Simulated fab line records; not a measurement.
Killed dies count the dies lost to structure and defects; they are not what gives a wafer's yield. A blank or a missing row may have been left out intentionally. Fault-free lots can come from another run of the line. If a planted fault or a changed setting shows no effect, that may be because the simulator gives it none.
Split-lot experiment	flow berkeley cmos170	23 wafers read across 5 lots, on a route 331 steps long

== THE SPLIT ITSELF ==
At UCB170_NLDD_IMPLANT_08, the setting dose cm2 was moved away from the recipe's 5e+13 on 8 of the 23 wafers read, by -7.2% to +5.7%. The other wafers ran this setting at the recipe's value.

== FROM THE SPLIT TO THE READING: what the file shows between them, 8 steps ==
- UCB170_PSD_IMPLANT_08 (also split here: dose cm2)
- UCB170_PSD_STRIP_09: strips in O2
- UCB170_PSD_TW_MEAS_10
- UCB170_BACKSIDE_STRIP_03: strips in O2 (also split here: power w)
- UCB170_BACKSIDE_CLEAN_04: cleans in SPM, time 600 s
- UCB170_SDANNEAL_RTA_00: time 10 s
- UCB170_SDANNEAL_RTA_01: time 5 s
- UCB170_SDANNEAL_RS_MEAS_02: measures by four-point-probe

== THE READING ==
Measured at UCB170_SDANNEAL_RS_MEAS_05 by four-point probe: NLDD_RS, in ohm/sq. A value of 616.1 ohm/sq with a standard deviation of 1.4 ohm/sq is what fault-free wafers of this fab line usually give.

wafer	tool, chamber at the split	dose cm2 as run	against the recipe	NLDD_RS, ohm/sq	against lot-mates on the recipe
L076.1	implanter-02, 0	5e+13	recipe	614.9	-
L076.2	implanter-02, 0	5.111e+13	+2.2%	611.7	-3.7
L076.3	implanter-02, 0	5.111e+13	+2.2%	610.4	-5.0
L076.5	implanter-02, 0	5e+13	recipe	615.9	-
L076.6	implanter-02, 0	5.111e+13	+2.2%	611.9	-3.5
L080.1	implanter-02, 0	5e+13	recipe	615.5	-
L080.2	implanter-02, 0	5e+13	recipe	615.8	-
L080.4	implanter-02, 0	5e+13	recipe	617.0	-
L080.5	implanter-02, 0	5e+13	recipe	616.3	-
L080.6	implanter-02, 0	5e+13	recipe	613.4	-
L079.1	implanter-01, 0	5e+13	recipe	618.8	-
L079.2	implanter-01, 0	5e+13	recipe	616.5	-
L079.3	implanter-01, 0	4.638e+13	-7.2%	632.0	+14.4
L079.4	implanter-01, 0	4.638e+13	-7.2%	632.2	+14.6
L079.6	implanter-01, 0	4.638e+13	-7.2%	631.6	+14.0
L081.1	implanter-03, 0	5e+13	recipe	615.9	-
L081.4	implanter-03, 0	5e+13	recipe	618.0	-
L081.5	implanter-03, 0	5e+13	recipe	614.9	-
L082.1	implanter-02, 0	5e+13	recipe	617.0	-
L082.2	implanter-02, 0	5.287e+13	+5.7%	605.3	-11.8
L082.3	implanter-02, 0	5e+13	recipe	618.1	-
L082.4	implanter-02, 0	5.287e+13	+5.7%	605.5	-11.6
L082.6	implanter-02, 0	5e+13	recipe	616.2	-

FIT RESULTS
A straight line over all 23 wafers: NLDD_RS changes by -2.09 ohm/sq for each +1% of dose cm2; r = -0.99; the points scatter about the line by 1.2 ohm/sq.
The same after taking each lot's own level away (the mean of its wafers on the recipe; 23 wafers): -1.98 ohm/sq for each +1%; r = -0.99; scatter 0.96 ohm/sq.
The reading moves by 14 ohm/sq for the largest change in dose cm2, on that fit.
Across the lots, their own levels run from 615.40 to 617.65 ohm/sq, a range of 1.6 times the standard deviation given above.
So the lot-to-lot level changes the slope little: the two slopes agree.
Check: +14.4 ohm/sq against its lot-mates is what the line predicts for one of the wafers moved furthest among these (-7.2%) when that wafer is left out of the fit. Against them it came out at +14.4 ohm/sq.

== THESE WAFERS: OTHER SPLITS ==
Before the reading, these wafers also passed through other splits. Each is held against what the fit with the lots' levels taken away leaves over:
other split on the same wafers	wafers away from the commonest value	r with NLDD_RS (lot level and that fit taken away)
UCB170_PVT_IMPLANT_07 dose cm2	10	+0.22
UCB170_GATE_PEB_10 peb temp c	10	-0.15
UCB170_PLDD_COAT_01 resist thk nm	7	+0.03
UCB170_NLDD_PEB_04 peb temp c	5	-0.14
UCB170_PSD_IMPLANT_08 dose cm2	6	+0.16
UCB170_BACKSIDE_STRIP_03 power w	8	-0.40

== THE FILE'S OWN FIT ==
NLDD_RS changes by -1.99 ohm/sq for each +1% of dose cm2, r = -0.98.
